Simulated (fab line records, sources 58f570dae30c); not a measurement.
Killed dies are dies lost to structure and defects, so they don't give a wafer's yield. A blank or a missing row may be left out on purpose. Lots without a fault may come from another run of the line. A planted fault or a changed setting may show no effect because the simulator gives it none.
Chamber matching | flow berkeley_cmos170 | UCB170_V1_CMP_02 on cmp-02: 4 sister chambers
The step polishes SiO2. 16 wafers are shown with their chamber, then 8 later ones without.

WAFERS WITH THEIR CHAMBER
wafer  | chamber | motor_current_A (A) | retaining_ring_pressure_frac
L835.4 | 1       | 15.9                | 1.002
L835.5 | 2       | 16.0                | 1.002
L835.6 | 1       | 16.7                | 0.997
L830.3 | 2       | 15.4                | 0.995
L830.5 | 0       | 14.1                | 1.005
L830.6 | 1       | 16.1                | 0.999
L833.1 | 0       | 13.5                | 1.002
L833.2 | 1       | 16.4                | 1.002
L833.6 | 3       | 17.0                | 1.003
L837.1 | 1       | 16.9                | 0.997
L837.5 | 2       | 15.5                | 0.999
L837.6 | 3       | 16.6                | 0.994
L841.2 | 0       | 13.8                | 0.994
L841.3 | 2       | 14.9                | 0.998
L841.6 | 3       | 17.1                | 0.998
L850.1 | 3       | 16.1                | 1.007

SIGNATURES (means of the wafers above)
reading                      | chamber 0 | chamber 1 | chamber 2 | chamber 3 | scatter within a chamber
motor_current_A              | 13.800    | 16.400    | 15.450    | 16.700    | 0.417
retaining_ring_pressure_frac | 1.00033   | 0.99940   | 0.99850   | 1.00050   | 0.0042
Rule: a wafer's distance from a chamber is the root of the sum, over the readings, of the square of ((its reading less the chamber's mean) divided by the reading's scatter). The wafer belongs to the nearest chamber; if the next one is less than 2 further off, it can't be placed. The scatter: the root of (the sum of the squares of (reading less its chamber's mean) over the shown wafers, divided by (wafers less chambers)).

WAFERS WITHOUT THEIR CHAMBER
wafer  | motor_current_A (A) | retaining_ring_pressure_frac
L850.2 | 16.9                | 1.005
L850.4 | 14.0                | 1.001
L848.3 | 14.1                | 1.001
L848.5 | 15.5                | 0.994
L848.6 | 14.2                | 0.998
L846.1 | 15.7                | 1.000
L846.3 | 14.5                | 1.002
L846.4 | 16.4                | 0.999

WHICH CHAMBER EACH WENT THROUGH
wafer  | from the rows above          | in truth
L850.2 | can't be placed: 3 or 1      | 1
L850.4 | 0                            | 0
L848.3 | 0                            | 0
L848.5 | can't be placed: 2 or 1      | 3
L848.6 | can't be placed: 0 or 2      | 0
L846.1 | can't be placed: 2 or 1 or 3 | 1
L846.3 | can't be placed: 0 or 2      | 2
L846.4 | can't be placed: 1 or 3      | 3
Placed correctly: 2 of 8. Can't be placed from these rows: 6 (the true chamber is among the candidates in 5). Placed wrongly: 0.
